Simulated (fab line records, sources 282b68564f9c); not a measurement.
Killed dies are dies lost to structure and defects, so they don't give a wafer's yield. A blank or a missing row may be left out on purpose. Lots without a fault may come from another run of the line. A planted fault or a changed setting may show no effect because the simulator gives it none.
A struck lot beside a sound one | flow rit_cmos | 16 steps out of a route of 202
Sound: wafers L636.1, L636.3, L636.5. Struck: wafers L632.1, L632.4, L632.6. The cause comes at the end.
At each step with rows: each side's tool, then ch and its chambers, then its first start. Under that, the readings that differ: sound wafers | struck wafers | difference of the means | sigmas: that difference in standard deviations of wafers without a fault.
alike: readings whose means differ by less than 2 such deviations, and words and numbers that are the same on both sides. not compared: withheld readings, readings that some wafer has no value for, bounds like >300 that may hide the same value, and numbers for which the record gives no deviation and whose values overlap.
The two part at a step that has a row with sigmas, a row that says differs or no value, or rows on one side only. Numbers that don't overlap but have no deviation are shown without sigmas and don't part them. A reading that every wafer of one side lacks parts them only if that side has two wafers or more.

first, 4 steps without rows for these wafers: RIT_PLDD_SOFTBAKE_02 (time 60 s); RIT_PLDD_EXPOSE_03 (exposes mask M8, target cd 40900 nm); RIT_PLDD_PEB_04; RIT_PLDD_DEVELOP_05 (develop time 50 s).
RIT_PLDD_OVL_MEAS_06:
  sound on overlay-02, day 5 23:26; struck on overlay-01, day 5 04:41
  alike: PLDD_OVL
then, 2 steps without rows for these wafers: RIT_PLDD_HARDBAKE_07 (time 60 s); RIT_PLDD_IMPLANT_08.
RIT_PLDD_STRIP_09: strips in O2, time 180 s.
  sound on plasma_asher-01 ch 0,1, day 5 23:46; struck on plasma_asher-01 ch 0,1, day 5 05:01
  alike: chamber_pressure_mTorr, drypump_motor_current_A
  not compared: rf_hours_counter_h
RIT_PLDD_TW_MEAS_10:
  sound on film_metro-01, day 5 23:56; struck on film_metro-01, day 5 05:11
  alike: PLDD_TW
then, 3 steps without rows for these wafers: RIT_SPACER_CLEAN_00 (cleans in SC1, time 600 s); RIT_SPACER_CLEAN_01 (cleans in dHF, time 30 s); RIT_SPACER_CLEAN_02 (cleans in SC2, time 600 s).
RIT_SPACER_CVD_03: deposits Si3N4 from SiH2Cl2/NH3, target thk 250 nm, time 3300 s.
  sound on lpcvd-02 ch 0, day 6 00:23; struck on lpcvd-01 ch 0, day 5 05:38
  reading                                  | sound             | struck            | difference | sigmas
  spike_tc_centre_C (C)                    | 810.7 812.3 810.6 | 840.1 839.8 839.7 | +28.7      | +24
  spike_tc_load_C (C)                      | 833.6 833.8 834.5 | 862.9 862.6 862.7 | +28.8      | +24
  spike_tc_source_C (C)                    | 837 835 834       | 861 861 864       | +27        | +8
  susceptor_temp_C (C)                     | 810.3 810.7 810.2 | 836.9 836.7 837.0 | +26.5      | +70
  model.Si3N4_of_SPACER_CVD_03.thk_nm (nm) | 248 248.6 249.3   | 401.1 401 401.2   | +152.5     |
RIT_SPACER_THK_MEAS_04:
  sound on film_metro-02, day 6 02:18; struck on film_metro-04, day 5 07:33
  reading                 | sound             | struck            | difference | sigmas
  SPACER_NITRIDE_THK (nm) | 248.0 248.3 249.3 | 401.1 401.1 401.1 | +152.6     | +54
RIT_SPACER_ETCHBACK_05: etches Si3N4 in SF6/CHF3, stops on SiO2, target depth 250 nm, time 240 s.
  sound on rie_diel-04 ch 1,2,3, day 6 02:22; struck on rie_diel-04 ch 0,1, day 5 07:37
  reading                                  | sound             | struck            | difference | sigmas
  oes_product_au (a.u.)                    | 0.836 0.836 0.861 | 1.013 0.990 0.991 | +0.154     | +11
  model.Si3N4_of_SPACER_CVD_03.thk_nm (nm) | 195.5 195.1 195.3 | 315 315.7 315.7   | +120       |
  model.etch.depth_nm (nm)                 | 248 248.6 249.3   | 310.5 307.8 307.8 | +60.1      |
  alike: chamber_pressure_mTorr, drypump_motor_current_A, throttle_valve_pct
  not compared: rf_hours_counter_h
RIT_M1_PROBE_99:
  sound on prober-02, day 6 13:22; struck on prober-02, day 5 19:20
  reading             | sound | struck      | difference | sigmas
  killed_at_front_end | 3 5 5 | 264 264 264 | +260       | +87
  killed_dies         | 3 5 5 | 264 264 264 | +260       | +87
  killed_on_rim       | 0 1 0 | 70 70 70    | +70        | +58
  killed_open         | 0 3 1 | 4 4 10      | +5         | +2
  alike: killed_at_contacts, killed_short

WHERE THEY PART
First at RIT_SPACER_CVD_03; last, within this record, at RIT_M1_PROBE_99.

WHY: what the simulator had put in
Process parameter drift: lpcvd-01, from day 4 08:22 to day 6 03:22, at RIT_SPACER_CVD_03. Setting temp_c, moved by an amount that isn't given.
